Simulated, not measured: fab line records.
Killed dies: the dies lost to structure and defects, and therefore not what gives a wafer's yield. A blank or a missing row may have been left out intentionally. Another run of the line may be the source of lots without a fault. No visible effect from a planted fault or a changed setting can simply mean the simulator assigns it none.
Which tool was responsible? -- flow berkeley cmos170 -- 21 wafers sampled from 7 lots at 1 step of a route of 331

== WHAT THE GAUGES READ, wafer by wafer ==
UCB170_NWELL_THK_MEAS_02.
lot,measured,on,NWELL_OXIDE_THK (nm)
L208,day 2 00:13,film metro-04,27.0 26.5 26.6
L211,day 2 16:58,film metro-03,25.6 26.0 25.7
L215,day 3 13:22,film metro-03,26.7 26.5 26.7
L218,day 4 03:41,film metro-01,25.9 25.8 25.5
L225,day 5 14:49,film metro-01,25.9 26.1 26.1
L227,day 6 00:23,film metro-04,26.4 26.6 26.4
L230,day 6 12:25,film metro-03,26.9 26.6 26.7

== WHAT TOOL EACH LOT RAN ON (gives the tool, then ch and the chambers of the sampled wafers, and finally the start) ==
There is no process step in the record ahead of these readings.

== THE ANSWER, worked out from the rows above alone ==
Rule: the usual values come from the lots themselves. The widest of any qualifying gaps counts: lots, ordered by their means at a reading, are off when they make up no more than a third of the lots, leave a main group of 4 or more, and stand apart from it by 3 or more times the standard deviation of that group's means. The tables above print the reading to a certain number of digits; a main group whose means all agree to those digits is not used. A lot without any number at a reading at which 4 lots or more have one is off too. Any other lot the step has rows for is counted as sound.
Across all readings shown, no lot is off: no conclusion can be drawn from this.

== WHAT THE SIMULATOR HAD INSERTED ==
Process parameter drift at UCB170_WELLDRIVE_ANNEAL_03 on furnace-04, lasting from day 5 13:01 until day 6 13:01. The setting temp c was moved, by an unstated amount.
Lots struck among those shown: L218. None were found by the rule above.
